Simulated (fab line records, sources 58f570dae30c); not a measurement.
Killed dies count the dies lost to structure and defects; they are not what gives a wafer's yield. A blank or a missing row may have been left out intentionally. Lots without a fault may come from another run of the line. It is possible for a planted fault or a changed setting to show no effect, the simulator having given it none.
Which tool was responsible? / flow berkeley-cmos170 / 14 lots with 42 wafers sampled at 4 steps, on a route of 331 steps

## WHAT THE GAUGES SHOWED, per wafer
UCB170_PFIELD_OVL_MEAS_06.
lot=L514; measured=day 4 02:31; on=overlay-01; PFIELD_OVL (nm)=5 -3 11
lot=L515; measured=day 4 03:24; on=overlay-01; PFIELD_OVL (nm)=-3 -12 -6
lot=L516; measured=day 4 08:19; on=overlay-02; PFIELD_OVL (nm)=-5 -11 -8
lot=L517; measured=day 4 14:53; on=overlay-01; PFIELD_OVL (nm)=-1 -6 -8
lot=L518; measured=day 5 00:40; on=overlay-01; PFIELD_OVL (nm)=3 -1 -3
lot=L519; measured=day 5 00:53; on=overlay-02; PFIELD_OVL (nm)=-6 1 -8
lot=L520; measured=day 5 08:58; on=overlay-01; PFIELD_OVL (nm)=-15 -9 -6
lot=L523; measured=day 5 14:40; on=overlay-01; PFIELD_OVL (nm)=-4 -11 -3
lot=L522; measured=day 5 15:05; on=overlay-01; PFIELD_OVL (nm)=-8 -1 5
lot=L528; measured=day 6 22:13; on=overlay-01; PFIELD_OVL (nm)=0 -13 1
lot=L529; measured=day 7 12:10; on=overlay-02; PFIELD_OVL (nm)=342 340 338
lot=L532; measured=day 7 22:09; on=overlay-01; PFIELD_OVL (nm)=324 333 336
lot=L534; measured=day 8 04:58; on=overlay-01; PFIELD_OVL (nm)=-5 0 -1
lot=L537; measured=day 8 15:26; on=overlay-02; PFIELD_OVL (nm)=-15 -4 -8

UCB170_NLDD_TW_MEAS_11.
lot=L514; measured=day 5 20:04; on=film-metro-02; NLDD_TW=2219 2233 2245
lot=L515; measured=day 5 19:05; on=film-metro-03; NLDD_TW=2209 2209 2206
lot=L516; measured=day 6 07:59; on=film-metro-03; NLDD_TW=2222 2226 2226
lot=L517; measured=day 6 09:50; on=film-metro-02; NLDD_TW=2240 2233 2227
lot=L518; measured=day 7 02:01; on=film-metro-02; NLDD_TW=2222 2216 2225
lot=L519; measured=day 7 00:02; on=film-metro-03; NLDD_TW=2217 2221 2221
lot=L520; measured=day 7 10:55; on=film-metro-03; NLDD_TW=2224 2218 2216
lot=L523; measured=day 7 10:05; on=film-metro-02; NLDD_TW=2216 2213 2216
lot=L522; measured=day 7 10:23; on=film-metro-03; NLDD_TW=2216 2221 2214
lot=L528; measured=day 8 16:01; on=film-metro-03; NLDD_TW=2218 2228 2217
lot=L529; measured=day 9 18:15; on=film-metro-03; NLDD_TW=2228 2232 2235
lot=L532; measured=day 10 02:31; on=film-metro-03; NLDD_TW=2234 2224 2216
lot=L534; measured=day 10 07:03; on=film-metro-04; NLDD_TW=2193 2183 2196
lot=L537; measured=day 10 21:35; on=film-metro-03; NLDD_TW=2237 2232 2229

## EACH LOT AND THE TOOL THAT RAN IT (in order: tool; ch and the chambers of the sampled wafers; start)
lot=L514; UCB170_PFIELD_EXPOSE_03=krf-scanner-01 ch 0, day 4 01:55; UCB170_PVT_STRIP_08=plasma-asher-01 ch 0,1, day 5 03:30
lot=L515; UCB170_PFIELD_EXPOSE_03=krf-scanner-02 ch 0, day 4 02:40; UCB170_PVT_STRIP_08=plasma-asher-03 ch 0,1, day 5 03:46
lot=L516; UCB170_PFIELD_EXPOSE_03=krf-scanner-01 ch 0, day 4 07:55; UCB170_PVT_STRIP_08=plasma-asher-03 ch 0,1, day 5 11:01
lot=L517; UCB170_PFIELD_EXPOSE_03=krf-scanner-01 ch 0, day 4 14:32; UCB170_PVT_STRIP_08=plasma-asher-03 ch 0,1, day 5 16:03
lot=L518; UCB170_PFIELD_EXPOSE_03=krf-scanner-01 ch 0, day 4 23:30; UCB170_PVT_STRIP_08=plasma-asher-01 ch 0,1, day 6 10:01
lot=L519; UCB170_PFIELD_EXPOSE_03=krf-scanner-02 ch 0, day 4 23:42; UCB170_PVT_STRIP_08=plasma-asher-04 ch 0,1, day 6 09:10
lot=L520; UCB170_PFIELD_EXPOSE_03=krf-scanner-02 ch 0, day 5 07:58; UCB170_PVT_STRIP_08=plasma-asher-04 ch 0,1, day 6 21:03
lot=L523; UCB170_PFIELD_EXPOSE_03=krf-scanner-02 ch 0, day 5 13:40; UCB170_PVT_STRIP_08=plasma-asher-01 ch 0,1, day 6 21:36
lot=L522; UCB170_PFIELD_EXPOSE_03=krf-scanner-02 ch 0, day 5 13:49; UCB170_PVT_STRIP_08=plasma-asher-01 ch 0,1, day 6 20:56
lot=L528; UCB170_PFIELD_EXPOSE_03=krf-scanner-02 ch 0, day 6 21:50; UCB170_PVT_STRIP_08=plasma-asher-03 ch 0,1, day 7 23:42
lot=L529; UCB170_PFIELD_EXPOSE_03=krf-scanner-01 ch 0, day 7 11:44; UCB170_PVT_STRIP_08=plasma-asher-04 ch 0,1, day 8 20:02
lot=L532; UCB170_PFIELD_EXPOSE_03=krf-scanner-01 ch 0, day 7 21:47; UCB170_PVT_STRIP_08=plasma-asher-03 ch 0,1, day 9 07:07
lot=L534; UCB170_PFIELD_EXPOSE_03=krf-scanner-02 ch 0, day 8 04:34; UCB170_PVT_STRIP_08=plasma-asher-03 ch 0,1, day 9 16:38
lot=L537; UCB170_PFIELD_EXPOSE_03=krf-scanner-02 ch 0, day 8 14:47; UCB170_PVT_STRIP_08=plasma-asher-01 ch 0,1, day 10 03:34
- UCB170_PFIELD_EXPOSE_03: exposes mask PFIELD, target cd 1500 nm.
- UCB170_PVT_STRIP_08: strips in O2.

## AS READ BY THE TOOLS THEMSELVES (means over the sampled wafers that have a number; for cases with no such wafer, the mark the record gives instead)
UCB170_PVT_STRIP_08.
lot=L514; tool=plasma-asher-01; drypump-motor-current-A (A)=6.3; oes-product-au (a.u.)=0.733; strip-time-to-endpoint-s (s)=21.62
lot=L515; tool=plasma-asher-03; drypump-motor-current-A (A)=5.9; oes-product-au (a.u.)=0.735; strip-time-to-endpoint-s (s)=21.51
lot=L516; tool=plasma-asher-03; drypump-motor-current-A (A)=5.9; oes-product-au (a.u.)=0.736; strip-time-to-endpoint-s (s)=21.54
lot=L517; tool=plasma-asher-03; drypump-motor-current-A (A)=5.9; oes-product-au (a.u.)=0.733; strip-time-to-endpoint-s (s)=21.63
lot=L518; tool=plasma-asher-01; drypump-motor-current-A (A)=5.9; oes-product-au (a.u.)=0.732; strip-time-to-endpoint-s (s)=21.56
lot=L519; tool=plasma-asher-04; drypump-motor-current-A (A)=5.2; oes-product-au (a.u.)=0.739; strip-time-to-endpoint-s (s)=21.61
lot=L520; tool=plasma-asher-04; drypump-motor-current-A (A)=5.5; oes-product-au (a.u.)=0.734; strip-time-to-endpoint-s (s)=21.52
lot=L523; tool=plasma-asher-01; drypump-motor-current-A (A)=5.9; oes-product-au (a.u.)=0.738; strip-time-to-endpoint-s (s)=21.62
lot=L522; tool=plasma-asher-01; drypump-motor-current-A (A)=6.2; oes-product-au (a.u.)=0.732; strip-time-to-endpoint-s (s)=21.64
lot=L528; tool=plasma-asher-03; drypump-motor-current-A (A)=5.8; oes-product-au (a.u.)=0.734; strip-time-to-endpoint-s (s)=21.61
lot=L529; tool=plasma-asher-04; drypump-motor-current-A (A)=5.5; oes-product-au (a.u.)=0.730; strip-time-to-endpoint-s (s)=21.62
lot=L532; tool=plasma-asher-03; drypump-motor-current-A (A)=5.8; oes-product-au (a.u.)=0.738; strip-time-to-endpoint-s (s)=21.54
lot=L534; tool=plasma-asher-03; drypump-motor-current-A (A)=5.8; oes-product-au (a.u.)=0.735; strip-time-to-endpoint-s (s)=21.63
lot=L537; tool=plasma-asher-01; drypump-motor-current-A (A)=6.3; oes-product-au (a.u.)=0.736; strip-time-to-endpoint-s (s)=21.60

## THE ANSWER, worked out from the rows above alone
Rule: usual is defined by the lots themselves. Put in order of their means at a reading, lots are off if they are a third of the lots or fewer, leave a main group of 4 or more, and stand apart from it by a gap of 3 or more times the standard deviation of the main group's means; of several such gaps the widest counts. If all means in a main group match to the digits the tables above print for the reading, that group is not used. Also off: a lot with no number at a reading for which 4 or more lots have one. Any other lot the step has rows for is counted as sound. First the gauges in route order, then the tools' own readings, where a lot's mean is used as printed above. The first step at which some lot is off is used, and at that step the reading that is off furthest; a lot without a number counts as furthest.
Off: at UCB170_PFIELD_OVL_MEAS_06 (PFIELD_OVL), L529, L532. Mean -4 nm and standard deviation 3.9 in the main group.
If a tool, at a process step before that reading, ran all the lots that are off and no sound lot after the first of them, it fits. The gauges at UCB170_PFIELD_OVL_MEAS_06 are tried like those tools. One fits: krf-scanner-01 at UCB170_PFIELD_EXPOSE_03. Its last sound lot is L518 (day 4 23:30), its first lot that is off L529 (day 7 11:44): a fault that began between those two fits.

## WHAT THE SIMULATOR HAD PUT IN
Scanner matching overlay: krf-scanner-01, from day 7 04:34 on, at UCB170_PFIELD_EXPOSE_03. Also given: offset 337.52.
Struck lots among those shown: L529, L532. The rule above found the same.
